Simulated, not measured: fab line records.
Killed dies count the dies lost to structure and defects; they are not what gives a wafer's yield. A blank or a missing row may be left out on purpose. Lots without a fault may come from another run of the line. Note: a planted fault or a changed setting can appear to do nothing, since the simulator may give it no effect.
Struck lot and sound lot, side by side ; flow rit cmos ; 17 steps out of a route of 202
Sound: the wafers L894.3, L894.4, L894.6. The struck wafers were L898.3, L898.4, L898.5. The cause is given at the end.
For every step that has rows: the tool of each side, followed by ch and its chambers, followed by its first start. Under that, the readings that differ: sound wafers ; struck wafers ; difference of the means ; sigmas: that difference in standard deviations of wafers without a fault.
alike: readings whose means differ by less than 2 such deviations, and words and numbers that are the same on both sides. not compared: withheld readings, readings that some wafer has no value for, bounds like >300 that may hide the same value, and numbers for which the record gives no deviation and whose values overlap.
A row with sigmas, a row that says differs or no value, or rows on one side alone: a step with any of these is where the two part. Non-overlapping numbers with no deviation appear without sigmas and do not part them. Lack of a reading on every wafer of one side parts them only where that side has two or more wafers.

first, 2 steps without rows for these wafers: RIT_ACTIVE_CLEAN_17 (cleans in SC2, time 600 s); RIT_FOX1_OXIDATION_00 (target thk 350.7 nm, ox time 1130 s).
RIT_FOX1_THK_MEAS_01:
  sound on film metro-01, day 2 04:05; struck on film metro-01, day 2 22:52
  alike: FOX1_OXIDE_THK
then, 2 steps without rows for these wafers: RIT_FOX1_WET_ETCH_02 (etches SiO2 in BOE, target depth 350 nm, time 390 s); RIT_FOX2_OXIDATION_00 (target thk 350.7 nm, ox time 1130 s).
RIT_FOX2_THK_MEAS_01:
  sound on film metro-04, day 2 06:09; struck on film metro-01, day 3 00:22
  alike: FOX2_OXIDE_THK
then, 2 steps without rows for these wafers: RIT_FOX2_CLEAN_02 (cleans in dHF, time 180 s); RIT_FOX2_WET_ETCH_03 (etches Si3N4 in H3PO4, target depth 195 nm, time 2700 s).
RIT_FOX2_THK_MEAS_90:
  sound on film metro-01, day 2 07:02; struck on film metro-01, day 3 01:15
  alike: FIELD_OXIDE_LEFT_1_THK
then, 3 steps without rows for these wafers: RIT_NWELL_HMDS_00 (prime time 60 s); RIT_NWELL_COAT_01 (resist thk 1300 nm); RIT_NWELL_SOFTBAKE_02 (time 60 s).
RIT_NWELL_EXPOSE_03: exposes mask M2, target cd 43900 nm.
  sound on iline stepper-02 ch 0, day 2 07:34; struck on iline stepper-01 ch 0, day 3 01:47
reading;sound;struck;difference;sigmas
mask;M2#0 M2#0 M2#0;M2_R1#0 M2_R1#0 M2_R1#0;differs;
  alike: focus offset nm, reticle temp C, stage vel mm s
then, 1 step without rows for these wafers: RIT_NWELL_PEB_04.
RIT_NWELL_DEVELOP_05: develop time 68 s.
  sound on litho track-03 ch 0; struck on litho track-01 ch 0
reading;sound;struck;difference;sigmas
model.NWELL.cd nm (nm);4.39e+04 4.391e+04 4.39e+04;4.421e+04 4.421e+04 4.421e+04;+3.067e+02;
RIT_NWELL_OVL_MEAS_06:
  sound on overlay-02, day 2 07:58; struck on overlay-02, day 3 02:11
  alike: NWELL_OVL
RIT_M1_PROBE_99:
  sound on prober-01, day 3 20:38; struck on prober-02, day 4 14:06
reading;sound;struck;difference;sigmas
model.etest.well edge right.line ohm um;178 177.9 178.8;173.5 173.8 174.3;-4.4;
model.etest.well edge left.line ohm um;181.7 178.2 178.4;172.9 173.3 173.3;-6.3;
  alike: killed at front end, killed dies, killed open, killed short

## WHERE THEY PART
Within this record, at RIT_NWELL_EXPOSE_03 only. Later steps at which nothing parts them and some readings are alike: RIT_NWELL_OVL_MEAS_06, RIT_M1_PROBE_99.

WHY: the cause the simulator had injected
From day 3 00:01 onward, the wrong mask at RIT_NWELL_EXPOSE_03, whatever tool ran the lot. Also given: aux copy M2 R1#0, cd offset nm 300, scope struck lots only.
